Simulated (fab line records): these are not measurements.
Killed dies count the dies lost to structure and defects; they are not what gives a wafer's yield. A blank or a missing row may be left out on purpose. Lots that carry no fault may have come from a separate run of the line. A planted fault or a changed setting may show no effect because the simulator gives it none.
Struck lot and sound lot, side by side :: flow ritCmos :: 34 out of 202 route steps
Sound: these wafers, L401.2, L401.5, L401.6. Wafers L387.1, L387.3, L387.6 were the ones struck. At the end, the cause is stated.
For every step that has rows: the tool of each side, followed by ch and its chambers, followed by its first start. Under that, the readings that differ: sound wafers :: struck wafers :: difference of the means :: sigmas: that difference in standard deviations of wafers without a fault.
alike: words and numbers the same on both sides, and readings whose means are apart by under 2 such deviations; not compared: readings that were withheld, readings missing a value for some wafer, numbers with overlapping values and no deviation given by the record, and bounds like >300 which may hide the same value.
The two part at a step that has a row with sigmas, a row that says differs or no value, or rows on one side only. Numbers that don't overlap but have no deviation are shown without sigmas and don't part them. A reading that every wafer of one side lacks parts them only if that side has two wafers or more.

first, 2 steps without rows for these wafers: RIT_SPACER_CLEAN_02 (cleans in SC2, time 600 s); RIT_SPACER_CVD_03 (deposits Si3N4 from SiH2Cl2/NH3, target thk 250 nm, time 3300 s).
RIT_SPACER_THK_MEAS_04:
  sound on filmMetro-03, day 7 12:05; struck on filmMetro-01, day 4 06:50
  alike: SPACER_NITRIDE_THK
RIT_SPACER_ETCHBACK_05: etches Si3N4 in SF6/CHF3, stops on SiO2, target depth 250 nm, time 240 s.
  sound on rieDiel-03 ch 1,2, day 7 12:08; struck on rieDiel-02 ch 2,3, day 4 06:53
  alike: chamberPressureMTorr, drypumpMotorCurrentA, oesProductAu, rfFwdPowerW, throttleValvePct
  not compared: rfHoursCounterH
then, 6 steps without rows for these wafers: RIT_NSD_HMDS_00 (prime time 60 s); RIT_NSD_COAT_01 (resist thk 1000 nm); RIT_NSD_SOFTBAKE_02 (time 60 s); RIT_NSD_EXPOSE_03 (exposes mask M9, target cd 40700 nm); RIT_NSD_PEB_04; RIT_NSD_DEVELOP_05 (develop time 50 s).
RIT_NSD_OVL_MEAS_06:
  sound on overlay-01, day 7 13:08; struck on overlay-02, day 4 08:08
  alike: NSD_OVL
then, 1 step without rows for these wafers: RIT_NSD_HARDBAKE_07 (time 60 s).
RIT_NSD_IMPLANT_08:
  sound on implanter-03 ch 0, day 7 13:21; struck on implanter-03 ch 0, day 4 08:19
reading: doseIonsCm2
sound: 9.983e+14 9.99e+14 9.974e+14
struck: 1.17e+15 1.1704e+15 1.1689e+15
difference: +1.72e+14
sigmas: +99 or more

reading: faradayCurrentUA
sound: 3121 3123 3122
struck: 3639 3721 3589
difference: +528
sigmas: +9
RIT_NSD_STRIP_09: strips in O2, time 180 s.
  sound on plasmaAsher-01 ch 0,1, day 7 13:28; struck on plasmaAsher-02 ch 0,1, day 4 08:28
  alike: chamberPressureMTorr, drypumpMotorCurrentA
  not compared: rfHoursCounterH
RIT_NSD_TW_MEAS_10:
  sound on filmMetro-01, day 7 13:40; struck on filmMetro-03, day 4 08:38
reading: NSD_TW
sound: 3111 3109 3113
struck: 3248 3259 3258
difference: +144
sigmas: +6
then, 6 steps without rows for these wafers: RIT_PSD_HMDS_00 (prime time 60 s); RIT_PSD_COAT_01 (resist thk 1000 nm); RIT_PSD_SOFTBAKE_02 (time 60 s); RIT_PSD_EXPOSE_03 (exposes mask M10, target cd 40900 nm); RIT_PSD_PEB_04; RIT_PSD_DEVELOP_05 (develop time 50 s).
RIT_PSD_OVL_MEAS_06:
  sound on overlay-01, day 7 14:34; struck on overlay-02, day 4 09:43
  alike: PSD_OVL
then, 2 steps without rows for these wafers: RIT_PSD_HARDBAKE_07 (time 60 s); RIT_PSD_IMPLANT_08.
RIT_PSD_STRIP_09: strips in O2, time 180 s.
  sound on plasmaAsher-03 ch 0,1, day 7 14:54; struck on plasmaAsher-01 ch 0,1, day 4 10:04
  alike: chamberPressureMTorr, drypumpMotorCurrentA
  not compared: rfHoursCounterH
RIT_PSD_TW_MEAS_10:
  sound on filmMetro-04, day 7 15:05; struck on filmMetro-04, day 4 10:14
  alike: PSD_TW
then, 3 steps without rows for these wafers: RIT_SDANNEAL_CLEAN_00 (cleans in SC1, time 600 s); RIT_SDANNEAL_CLEAN_01 (cleans in dHF, time 30 s); RIT_SDANNEAL_CLEAN_02 (cleans in SC2, time 600 s).
RIT_SDANNEAL_RTA_03: time 5 s.
  sound on rtpAnneal-02 ch 0, day 7 15:34; struck on rtpAnneal-02 ch 0, day 4 10:41
  alike: wafer_temp_C_max
RIT_SDANNEAL_RS_MEAS_04: measurement is done with a four-point probe.
  sound on filmMetro-04, day 7 15:38; struck on filmMetro-04, day 4 10:45
  alike: PSD_RS
RIT_SDANNEAL_RS_MEAS_05: measurement is done with a four-point probe.
  sound on filmMetro-04, day 7 15:45; struck on filmMetro-04, day 4 10:52
reading: NSD_RS (ohm/sq)
sound: 84.46 84.62 84.49
struck: 74.63 74.78 74.77
difference: -9.80
sigmas: -38
RIT_SDANNEAL_RS_MEAS_06: measurement is done with a four-point probe.
  sound on filmMetro-04, day 7 15:52; struck on filmMetro-04, day 4 10:59
  alike: PLDD_RS
after that, 1 step had no rows for these wafers: RIT_M1_PROBE_99.

WHERE THEY PART
Last at RIT_SDANNEAL_RS_MEAS_05 as far as this record goes, first at RIT_NSD_IMPLANT_08. Later steps at which nothing parts them and some readings are alike: RIT_SDANNEAL_RS_MEAS_06.

WHY: whatever the simulator had introduced
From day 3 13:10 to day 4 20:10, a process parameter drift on implanter-03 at RIT_NSD_IMPLANT_08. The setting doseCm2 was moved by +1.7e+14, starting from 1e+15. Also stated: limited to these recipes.
